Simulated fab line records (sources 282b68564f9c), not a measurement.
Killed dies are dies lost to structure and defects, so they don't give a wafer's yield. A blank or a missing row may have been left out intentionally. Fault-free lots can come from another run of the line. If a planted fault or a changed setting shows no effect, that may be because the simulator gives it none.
2 desks, one fault | flow rit_cmos | each desk holds nothing but its own numbers, with what lay behind them at the end

== FOR THE TOOL OWNER'S DESK: iline_stepper-02 ==
The tool's own readings at RIT_M1_EXPOSE_06 (exposes mask M12, target cd 2600 nm): means of the sampled wafers that have a number, for each lot that ran on this tool. Marked OUT: a lot whose mean sits more than 4 standard deviations from the usual mean, which makes it out of limits; the brackets give that distance.
Columns: A = exposure_dose_mJ_cm2 at RIT_M1_EXPOSE_06, usual 249.98
lot  | first seen here | A
L259 | day 3 15:13     | 250.08
L261 | day 3 21:34     | 250.09
L268 | day 5 15:07     | 314.60 (+99 or more) OUT
L272 | day 6 10:10     | 301.77 (+99 or more) OUT
This desk finds L268, L272 out of limits, L268 being first, at day 5 15:07 (exposure_dose_mJ_cm2 at RIT_M1_EXPOSE_06). Within limits: L259, L261.

== METROLOGY DESK ==
Means of the sampled wafers that have a number, per lot and without regard to the tool the lot ran on: this is what the gauges read. Marked OUT: a lot whose mean sits more than 4 standard deviations from the usual mean, which makes it out of limits; the brackets give that distance.
Columns: A = cd_nm at RIT_M1_CD_MEAS_09, usual 2599.4 nm
lot  | first seen here | A
L258 | day 3 10:16     | 2598.8
L259 | day 3 15:47     | 2599.1
L260 | day 3 17:35     | 2603.2
L261 | day 3 21:59     | 2596.6
L263 | day 4 11:40     | 2599.0
L267 | day 5 10:43     | 2599.3
L268 | day 5 15:32     | 2534.2 (-30) OUT
L272 | day 6 10:36     | 2546.3 (-24) OUT
L274 | day 6 17:06     | 2599.3
L275 | day 7 01:05     | 2597.6
L276 | day 7 02:33     | 2601.4
L277 | day 7 07:53     | 2600.1
L278 | day 7 14:16     | 2597.9
L281 | day 8 05:53     | 2594.3
This desk finds L268, L272 out of limits, L268 being first, at day 5 15:32 (cd_nm at RIT_M1_CD_MEAS_09). Within limits: L258, L259, L260, L261, L263, L267, L274, L275, L276, L277, L278, L281.

== ALL TOGETHER ==
At day 5 15:07, on L268, L272, the tool owner's desk was in a position to raise an alarm.
Metrology desk: alarm possible at day 5 15:32 on L268, L272.
RIT_M1_EXPOSE_06 was run on iline_stepper-02 by each of the lots named.

== WHAT THE SIMULATOR HAD INSERTED ==
Process parameters drifting: iline_stepper-02 at RIT_M1_EXPOSE_06, beginning at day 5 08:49. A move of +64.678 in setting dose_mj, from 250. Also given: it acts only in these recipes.
Lots struck among those shown: L268, L272.
Time in hours from fault onset to the first out-of-limits reading at each desk: tool owner's desk 6, metrology desk 7.
